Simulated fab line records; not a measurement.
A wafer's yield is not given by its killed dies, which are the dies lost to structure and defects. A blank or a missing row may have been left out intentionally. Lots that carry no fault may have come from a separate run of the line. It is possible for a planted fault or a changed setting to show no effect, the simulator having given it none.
The tool behind it: which one?    flow berkeley_cmos170    42 wafers from 14 lots sampled at 3 of the route's 331 steps

## WHAT THE GAUGES SHOWED, per wafer
UCB170_START_THK_MEAS_03. Usual: START_OXIDE_THK gives 20.0 nm (standard deviation 0.48).
lot   measured     on             START_OXIDE_THK (nm)  flag
L238  day 1 12:07  film_metro-04  19.6 19.3 19.4        
L240  day 1 21:48  film_metro-04  20.1 20.0 20.5        
L241  day 2 05:15  film_metro-04  19.6 19.8 20.0        
L242  day 2 13:07  film_metro-04  20.4 19.9 20.6        
L245  day 3 03:40  film_metro-04  20.9 20.9 20.9        
L246  day 3 03:40  film_metro-01  20.4 20.8 20.6        
L247  day 3 10:57  film_metro-01  19.9 19.6 19.7        
L249  day 3 22:47  film_metro-01  19.5 19.4 19.6        
L251  day 4 07:08  film_metro-03  19.6 19.7 19.2        
L254  day 4 23:43  film_metro-01  20.4 20.4 20.5        
L255  day 5 02:56  film_metro-01  19.2 19.0 19.0        
L257  day 5 14:11  film_metro-01  20.5 20.2 20.7        
L258  day 5 18:12  film_metro-03  19.9 19.5 19.6        
L261  day 6 13:25  film_metro-03  19.6 19.6 19.8        

UCB170_NWELL_THK_MEAS_05. Usual: NWELL_NITRIDE_THK gives 223.6 nm (standard deviation 1.6).
lot   measured     on             NWELL_NITRIDE_THK (nm)  flag
L238  day 2 09:13  film_metro-03  228.4 226.2 225.5       
L240  day 2 20:00  film_metro-02  222.8 222.7 223.7       
L241  day 3 03:32  film_metro-02  222.6 219.3 222.5       
L242  day 3 10:34  film_metro-02  224.1 223.2 223.5       
L245  day 4 00:31  film_metro-02  225.5 225.3 224.6       
L246  day 4 00:31  film_metro-01  222.8 221.9 221.8       
L247  day 4 00:30  film_metro-03  222.4 222.1 222.2       
L249  day 4 15:37  film_metro-02  225.2 223.7 223.3       
L251  day 4 23:08  film_metro-03  226.3 223.9 226.1       
L254  day 5 18:38  film_metro-02  223.9 220.5 221.2       
L255  day 5 18:41  film_metro-02  222.9 222.1 220.5       
L257  day 6 11:20  film_metro-03  224.1 222.6 225.7       
L258  day 6 17:19  film_metro-01  221.8 223.6 223.7       
L261  day 7 09:40  film_metro-02  221.6 223.3 221.9       

UCB170_NWELL_TW_MEAS_16. Usual: NWELL_TW gives 1254 (standard deviation 9.4).
lot   measured     on             NWELL_TW        flag
L238  day 2 10:38  film_metro-02  1253 1253 1257  
L240  day 2 21:32  film_metro-02  1253 1250 1248  
L241  day 3 05:45  film_metro-02  1260 1256 1255  
L242  day 3 12:19  film_metro-03  1243 1247 1241  
L245  day 4 01:52  film_metro-02  1252 1253 1249  
L246  day 4 01:58  film_metro-03  1249 1244 1255  
L247  day 4 02:10  film_metro-02  1245 1247 1248  
L249  day 4 18:42  film_metro-01  1265 1266 1266  
L251  day 5 00:29  film_metro-01  1265 1270 1267  
L254  day 5 20:32  film_metro-02  1261 1265 1269  
L255  day 5 20:48  film_metro-03  1239 1243 1242  
L257  day 6 12:45  film_metro-02  1258 1258 1261  
L258  day 6 18:37  film_metro-02  1262 1261 1269  
L261  day 7 11:52  film_metro-01  1263 1268 1264  

## EACH LOT AND THE TOOL THAT RAN IT (in order: tool; ch and the chambers of the sampled wafers; start)
Before these readings, the record contains no process step.

## AS READ BY THE TOOLS THEMSELVES (means over the sampled wafers that have a number; for cases with no such wafer, the mark the record gives instead)
The record holds no such reading with a usual standard deviation.

## THE ANSWER, worked out from the rows above alone
Rule: take the mean of a lot's wafers that have a number; if it is more than 3 standard deviations from the usual mean, the lot is off. Also off: a lot with no number at a reading for which 4 or more lots have one. The other lots that the step has rows for count as sound. First the gauges in route order, then the tools' own readings, where a lot's mean is used as printed above. At the first step where some lot is off, the reading lying furthest off is the one used; lots without a number count as furthest.
No lot is off on any of the readings shown, so nothing can be concluded from this.

## WHAT HAD BEEN PUT IN BY THE SIMULATOR
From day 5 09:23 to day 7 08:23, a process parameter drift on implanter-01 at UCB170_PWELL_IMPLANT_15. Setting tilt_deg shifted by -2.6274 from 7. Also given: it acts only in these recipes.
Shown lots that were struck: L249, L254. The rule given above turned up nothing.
